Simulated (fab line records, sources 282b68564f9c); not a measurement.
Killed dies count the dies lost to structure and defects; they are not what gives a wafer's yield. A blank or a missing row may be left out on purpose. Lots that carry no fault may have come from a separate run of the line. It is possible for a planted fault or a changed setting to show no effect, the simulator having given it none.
Which of the tools did it? -- flow rit-cmos -- 14 lots, 42 wafers sampled, at 5 steps of a route of 202

## WHAT THE GAUGES SHOWED, per wafer
RIT_GATE_THK_MEAS_09.
lot,measured,on,GATE_POLY_THK (nm)
L994,day 3 01:20,film-metro-03,247 249 250
L995,day 3 08:38,film-metro-01,254 254 254
L999,day 4 07:02,film-metro-03,255 252 251
L100,day 4 08:57,film-metro-02,249 249 248
L101,day 4 21:23,film-metro-01,247 249 252
L102,day 4 23:01,film-metro-02,248 249 250
L103,day 4 23:39,film-metro-03,255 255 253
L106,day 5 19:15,film-metro-03,253 254 257
L107,day 5 22:47,film-metro-02,254 255 253
L109,day 6 05:49,film-metro-01,246 248 247
L110,day 6 12:41,film-metro-02,250 250 250
L113,day 7 02:49,film-metro-01,252 252 252
L115,day 7 08:08,film-metro-01,254 255 255
L114,day 18 18:28,film-metro-02,247 248 250

RIT_SPACER_THK_MEAS_04.
lot,measured,on,SPACER_NITRIDE_THK (nm)
L994,day 3 15:55,film-metro-03,246.9 245.8 245.9
L995,day 3 22:00,film-metro-04,251.1 254.4 253.1
L999,day 4 17:05,film-metro-02,249.0 251.0 249.1
L100,day 4 20:13,film-metro-02,253.7 255.9 254.1
L101,day 5 10:53,film-metro-04,252.1 252.9 253.8
L102,day 5 11:18,film-metro-02,251.0 253.4 250.4
L103,day 5 12:49,film-metro-02,253.3 253.5 255.2
L106,day 6 06:29,film-metro-03,253.2 255.1 252.1
L107,day 6 09:20,film-metro-03,251.5 251.0 249.2
L109,day 6 17:42,film-metro-04,249.1 249.3 248.7
L110,day 6 22:43,film-metro-04,251.3 251.3 251.1
L113,day 7 13:01,film-metro-03,251.1 253.3 251.3
L115,day 7 18:30,film-metro-04,248.5 249.8 249.4
L114,day 19 06:17,film-metro-03,256.4 254.1 256.7

RIT_NSD_TW_MEAS_10.
lot,measured,on,NSD_TW
L994,day 3 17:29,film-metro-04,3087 3096 3087
L995,day 3 23:43,film-metro-03,3090 3082 3091
L999,day 4 18:47,film-metro-03,3103 3110 3116
L100,day 4 21:52,film-metro-03,3104 3094 3104
L101,day 5 12:27,film-metro-03,3087 3100 3089
L102,day 5 12:59,film-metro-01,3141 3134 3139
L103,day 5 14:31,film-metro-01,3134 3131 3143
L106,day 6 08:11,film-metro-03,3093 3098 3089
L107,day 6 11:01,film-metro-04,30 30 30
L109,day 6 19:19,film-metro-03,3095 3110 3087
L110,day 7 00:25,film-metro-03,30 30 30
L113,day 7 14:43,film-metro-04,3094 3116 3115
L115,day 7 20:04,film-metro-04,3114 3102 3116
L114,day 19 07:54,film-metro-01,3079 3102 3093

## WHAT TOOL EACH LOT RAN ON (gives the tool, then ch and the chambers of the sampled wafers, and finally the start)
lot,RIT_NSD_DEVELOP_05,RIT_NSD_STRIP_09
L994,"litho-track-01 ch 0, day 3 16:00","plasma-asher-04 ch 1, day 3 17:18"
L995,"litho-track-04 ch 0, day 3 23:00","plasma-asher-03 ch 0,1, day 3 23:33"
L999,"litho-track-04 ch 0, day 4 18:00","plasma-asher-04 ch 0,1, day 4 18:37"
L100,"litho-track-01 ch 0, day 4 21:00","plasma-asher-04 ch 0,1, day 4 21:41"
L101,"litho-track-02 ch 0, day 5 11:00","plasma-asher-03 ch 0,1, day 5 12:16"
L102,"litho-track-02 ch 0, day 5 12:00","plasma-asher-04 ch 0,1, day 5 12:51"
L103,"litho-track-04 ch 0, day 5 13:00","plasma-asher-03 ch 0,1, day 5 14:22"
L106,"litho-track-04 ch 0, day 6 07:00","plasma-asher-03 ch 0,1, day 6 08:00"
L107,"litho-track-01 ch 0, day 6 10:00","plasma-asher-04 ch 0,1, day 6 10:50"
L109,"litho-track-04 ch 0, day 6 18:00","plasma-asher-01 ch 0,1, day 6 19:08"
L110,"litho-track-01 ch 0, day 6 23:00","plasma-asher-03 ch 0,1, day 7 00:14"
L113,"litho-track-02 ch 0, day 7 14:00","plasma-asher-04 ch 0,1, day 7 14:32"
L115,"litho-track-02 ch 0, day 7 19:00","plasma-asher-03 ch 0,1, day 7 19:53"
L114,"litho-track-04 ch 0, day 19 07:00","plasma-asher-04 ch 0,1, day 19 07:43"
- RIT_NSD_DEVELOP_05: develop time 50 s.
- RIT_NSD_STRIP_09: strips in O2, time 180 s.

## WHAT THE TOOLS THEMSELVES READ (means of the sampled wafers that have a number; where no wafer has one, the mark that the record gives instead)
RIT_NSD_STRIP_09.
lot,tool,drypump-motor-current-A (A)
L994,plasma-asher-04,6.2
L995,plasma-asher-03,6.5
L999,plasma-asher-04,6.1
L100,plasma-asher-04,6.1
L101,plasma-asher-03,6.5
L102,plasma-asher-04,6.1
L103,plasma-asher-03,6.4
L106,plasma-asher-03,6.6
L107,plasma-asher-04,6.1
L109,plasma-asher-01,6.1
L110,plasma-asher-03,6.6
L113,plasma-asher-04,6.1
L115,plasma-asher-03,6.6
L114,plasma-asher-04,6.1

## THE ANSWER, worked out from the rows above alone
Rule: the usual values come from the lots themselves. Put in order of their means at a reading, lots are off if they are a third of the lots or fewer, leave a main group of 4 or more, and stand apart from it by a gap of 3 or more times the standard deviation of the main group's means; of several such gaps the widest counts. A main group is skipped when, at the precision printed for the reading in the tables above, its means are all equal. Also off: a lot with no number at a reading for which 4 or more lots have one. Any other lot the step has rows for is counted as sound. Order of review: gauges by route order, followed by the tools' own readings, for which a lot's mean as printed above is used. The first step at which some lot is off is used, and at that step the reading that is off furthest; a lot without a number counts as furthest.
Off: L107, L110, seen at RIT_NSD_TW_MEAS_10 (NSD_TW). The main group has a mean of 3105 with a standard deviation of 16.
If a tool, at a process step before that reading, ran all the lots that are off and no sound lot after the first of them, it fits. Those tools and the gauges at RIT_NSD_TW_MEAS_10 are tried in the same way. One fits: RIT_NSD_DEVELOP_05 on litho-track-01. A fault onset in the window from L100 (day 4 21:00, its last sound lot) to L107 (day 6 10:00, its first lot off) fits.

## WHAT HAD BEEN PUT IN BY THE SIMULATOR
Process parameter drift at RIT_NSD_DEVELOP_05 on litho-track-01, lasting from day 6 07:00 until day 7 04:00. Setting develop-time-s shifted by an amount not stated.
Lots struck among those shown: L107, L110. The rule given above showed the same thing.
